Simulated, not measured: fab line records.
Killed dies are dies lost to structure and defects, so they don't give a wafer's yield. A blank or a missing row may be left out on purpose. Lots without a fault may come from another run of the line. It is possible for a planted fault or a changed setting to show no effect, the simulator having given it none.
Comparing a struck lot with a sound one | flow berkeleyCmos170 | 14 steps out of a route of 331
Sound: the wafers L975.1, L975.5, L975.6. Struck: wafers L967.1, L967.4, L967.6. Last of all comes the cause.
At each step with rows: each side's tool, then ch and its chambers, then its first start. Under that, the readings that differ: sound wafers | struck wafers | difference of the means | sigmas: that difference in standard deviations of wafers without a fault.
alike: words and numbers the same on both sides, and readings whose means are apart by under 2 such deviations; not compared: readings that were withheld, readings missing a value for some wafer, numbers with overlapping values and no deviation given by the record, and bounds like >300 which may hide the same value.
A row with sigmas, a row that says differs or no value, or rows on one side alone: a step with any of these is where the two part. Non-overlapping numbers with no deviation appear without sigmas and do not part them. Lack of a reading on every wafer of one side parts them only where that side has two or more wafers.

UCB170_FIELD_THK_MEAS_90:
  sound on filmMetro-03, day 9 07:19; struck on filmMetro-03, day 8 02:49
  alike: FIELD_OXIDE_LEFT_1_THK
then, 2 steps without rows for these wafers: UCB170_SACOX_CLEAN_00 (cleans in dHF, time 7.5 s); UCB170_SACOX_OXIDATION_01 (target thk 14.4 nm, ox time 2400 s).
UCB170_SACOX_THK_MEAS_02:
  sound on filmMetro-02, day 9 10:43; struck on filmMetro-02, day 8 10:23
  alike: SACOX_OXIDE_THK
then, 2 steps without rows for these wafers: UCB170_SCREENOX_WET_ETCH_00 (etches SiO2 in dHF, time 200 s); UCB170_SCREENOX_OXIDATION_01 (target thk 14.4 nm, ox time 2400 s).
UCB170_SCREENOX_THK_MEAS_02:
  sound on filmMetro-01, day 9 18:50; struck on filmMetro-02, day 8 17:23
  alike: SCREENOX_OXIDE_THK
then, 5 steps without rows for these wafers: UCB170_SCREENOX_ANNEAL_03 (time 900 s); UCB170_NVT_HMDS_00 (prime time 60 s); UCB170_NVT_COAT_01 (resist thk 900 nm); UCB170_NVT_SOFTBAKE_02 (time 60 s); UCB170_NVT_EXPOSE_03 (exposes mask PWELL, target cd 3000 nm).
UCB170_NVT_PEB_04:
  struck on lithoTrack-03, day 9 02:28; sound on lithoTrack-03 ch 0, day 10 00:42
  no value came back on the struck wafers for chillPlateTempC (C), exhaustPa (Pa); on the sound wafers chillPlateTempC (C) reads 22.79 23.01 23.04
then, 1 step without rows for these wafers: UCB170_NVT_DEVELOP_05 (develop time 45 s).

== WHERE THEY PART ==
Only at UCB170_NVT_PEB_04, as far as this record shows.

WHY: what had been put in by the simulator
Beginning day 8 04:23, the whole step at UCB170_NVT_PEB_04 was skipped on lithoTrack-03. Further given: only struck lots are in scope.
